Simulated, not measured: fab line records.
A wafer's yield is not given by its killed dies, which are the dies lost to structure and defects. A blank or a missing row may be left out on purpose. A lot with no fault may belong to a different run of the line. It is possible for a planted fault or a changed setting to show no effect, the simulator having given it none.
2 desks looking at one fault :: flow berkeleyCmos170 :: every desk sees just its own numbers, and what lay behind them comes last

== FOR THE TOOL OWNER'S DESK: rieDiel-03 ==
The tool's own readings at UCB170_SPACER_ETCHBACK_03 (etches SiO2 in CHF3/CF4/Ar, stops on Si, target depth 376 nm, time 100 s): means of the sampled wafers that have a number, for each lot that ran on this tool. Marked OUT: a lot whose mean sits more than 4 standard deviations from the usual mean, which makes it out of limits; the brackets give that distance.
Columns: A = drypumpMotorCurrentA at UCB170_SPACER_ETCHBACK_03, usual 5.8 A; B = mfcArSccm at UCB170_SPACER_ETCHBACK_03, usual 120.0 sccm; C = oesProductAu at UCB170_SPACER_ETCHBACK_03, usual 0.900 a.u.; D = throttleValvePct at UCB170_SPACER_ETCHBACK_03, usual 6.45 %
lot: L651
first seen here: day 6 12:43
A: 5.8
B: 120.2
C: 0.898
D: 6.48

lot: L652
first seen here: day 7 16:12
A: 6.2
B: 119.8
C: 0.920
D: 6.42

lot: L661
first seen here: day 9 04:36
A: 5.8
B: 120.2
C: 0.848
D: 6.43

lot: L662
first seen here: day 9 09:07
A: 5.4
B: 119.9
C: 0.829 (-4.4) OUT
D: 6.51
This desk's verdict: out of limits on L662, starting with L662 at day 9 09:07 (oesProductAu at UCB170_SPACER_ETCHBACK_03). In limits: L651, L652, L661.

== FROM THE METROLOGY DESK ==
Lot by lot, what the gauges showed, no matter which tool ran the lot: averages of those sampled wafers that carry a number. Marked OUT: a lot whose mean sits more than 4 standard deviations from the usual mean, which makes it out of limits; the brackets give that distance.
Columns: A = cdNm at UCB170_NLDD_CD_MEAS_06, usual 1200.0 nm; B = NLDD_OVL at UCB170_NLDD_OVL_MEAS_07, usual 1 nm; C = NLDD_TW at UCB170_NLDD_TW_MEAS_11, usual 2208; D = SPACER_TEOS_THK at UCB170_SPACER_THK_MEAS_01, usual 378 nm
lot: L651
first seen here: day 6 07:47
A: 1200.1
B: 1
C: 2197
D: 376

lot: L652
first seen here: day 7 09:10
A: 1198.8
B: 4
C: 2206
D: 381

lot: L661
first seen here: day 9 00:57
A: 1201.9
B: 4
C: 2202
D: 372

lot: L662
first seen here: day 9 05:42
A: 1200.4
B: 2
C: 2204
D: 386

lot: L671
first seen here: day 10 15:14
A: 1200.0
B: 3
C: 2213
D: 382

lot: L670
first seen here: day 10 15:42
A: 1199.6
B: -3
C: 2217
D: 385
Finding of this desk: none of the 6 lots has anything out of limits.

== ALL TOGETHER ==
On L662, at day 9 09:07, an alarm was possible from the tool owner's desk.
From the metrology desk's view, nothing was out of limits.
The metrology desk has L662 on record, within its limits.
The lots listed all ran UCB170_SPACER_ETCHBACK_03 on rieDiel-03.

== WHAT HAD BEEN PUT IN BY THE SIMULATOR ==
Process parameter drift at UCB170_SPACER_ETCHBACK_03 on rieDiel-03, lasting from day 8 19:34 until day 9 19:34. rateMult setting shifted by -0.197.
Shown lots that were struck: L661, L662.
How many hours passed from the start of the fault until each desk's first out-of-limits reading: the tool owner's desk, 14.
